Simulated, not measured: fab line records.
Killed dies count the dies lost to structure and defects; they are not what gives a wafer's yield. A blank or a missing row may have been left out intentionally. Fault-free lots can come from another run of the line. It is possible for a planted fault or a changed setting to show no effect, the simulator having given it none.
Check for tools in common    flow rit_cmos    Sampled: 14 lots, 42 wafers

WHAT PROMPTED THE OPENING
RIT_WELLDRIVE_RS_MEAS_02, reading PWELL_RS: flagged on 2 of 14 lots. No-fault wafers: 429.7 ohm/sq, standard deviation 1.2.
Rule: a lot is flagged in two cases, either no wafer of it has a number, or all its wafers with numbers fall more than 4 standard deviations from that mean. The other lots count as sound.

lot   measured     on             PWELL_RS (ohm/sq), wafer by wafer  flag
L150  day 2 11:05  film_metro-02  428.1 427.9 428.3                  
L153  day 3 03:00  film_metro-01  429.8 430.2 429.6                  
L154  day 3 07:01  film_metro-04  431.1 431.4 431.5                  
L155  day 3 11:34  film_metro-01  429.0 430.1 430.1                  
L157  day 3 22:30  film_metro-04  428.7 429.6 428.4                  
L158  day 4 03:37  film_metro-01  431.0 432.4 431.4                  
L159  day 4 08:35  film_metro-02  428.7 429.5 429.6                  
L160  day 4 14:31  film_metro-02  443.2 442.9 443.4                  FLAGGED
L161  day 4 18:49  film_metro-01  442.6 443.8 444.1                  FLAGGED
L163  day 5 02:55  film_metro-04  427.1 428.4 427.8                  
L169  day 6 11:23  film_metro-01  429.2 429.0 429.4                  
L170  day 6 17:35  film_metro-04  428.4 429.2 428.8                  
L171  day 6 20:11  film_metro-01  430.4 430.2 429.9                  
L172  day 6 23:43  film_metro-01  433.0 432.0 432.6                  
On average the flagged lots' numbers are 443.3 ohm/sq, which is +13.6 ohm/sq against the usual, or +11 standard deviations.

WHICH TOOL RAN EACH LOT
The record keeps 1 process step preceding the reading, out of 202 steps on the route. Cell contents, in order: the tool; ch with the chambers the sampled wafers went through; the start.
lot   flag     RIT_PWELL_IMPLANT_08
L150           implanter-02 ch 0, day 2 05:30
L153           implanter-01 ch 0, day 2 21:16
L154           implanter-01 ch 0, day 3 01:26
L155           implanter-04 ch 0, day 3 05:58
L157           implanter-04 ch 0, day 3 16:35
L158           implanter-02 ch 0, day 3 21:23
L159           implanter-04 ch 0, day 4 01:58
L160  FLAGGED  implanter-04 ch 0, day 4 08:37
L161  FLAGGED  implanter-04 ch 0, day 4 12:31
L163           implanter-01 ch 0, day 4 21:20
L169           implanter-01 ch 0, day 6 04:54
L170           implanter-01 ch 0, day 6 11:32
L171           implanter-02 ch 0, day 6 14:36
L172           implanter-01 ch 0, day 6 17:45
What is done by these steps:
- RIT_PWELL_IMPLANT_08
- RIT_WELLDRIVE_RS_MEAS_02: measures by four-point-probe.

FLAGGED AGAINST TOTAL, ONE TOOL AT A TIME (gauges that did the reading follow at the end)
step                      tool           lots run  flagged  share of the flagged lots  sound lots run after its first flagged lot
RIT_PWELL_IMPLANT_08      implanter-01   6         0        none                       -
RIT_PWELL_IMPLANT_08      implanter-02   3         0        none                       -
RIT_PWELL_IMPLANT_08      implanter-04   5         2        all                        0
RIT_WELLDRIVE_RS_MEAS_02  film_metro-01  7         1        some                       3 (L169,L171,L172)
RIT_WELLDRIVE_RS_MEAS_02  film_metro-02  3         1        some                       0
RIT_WELLDRIVE_RS_MEAS_02  film_metro-04  4         0        none                       -

WHAT THE TABLE PERMITS
Rows of the table that ran each flagged lot: 1, that is implanter-04 at RIT_PWELL_IMPLANT_08.
- implanter-04 at RIT_PWELL_IMPLANT_08 ran 5 lots, 2 of them flagged. A fault beginning between L159 (day 4 01:58), its last sound lot, and L160 (day 4 08:37), its first flagged one, fits the data. Its own readings lie more than 4 standard deviations out on every wafer of the flagged lots: beam_energy_keV.
Left over: one tool, implanter-04 at RIT_PWELL_IMPLANT_08.

WHAT THE SIMULATOR HAD PUT IN
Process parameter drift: implanter-04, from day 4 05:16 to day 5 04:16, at RIT_PWELL_IMPLANT_08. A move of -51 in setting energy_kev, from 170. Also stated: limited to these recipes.
Struck lots among those shown: L160, L161. This agrees with what the rule above found.
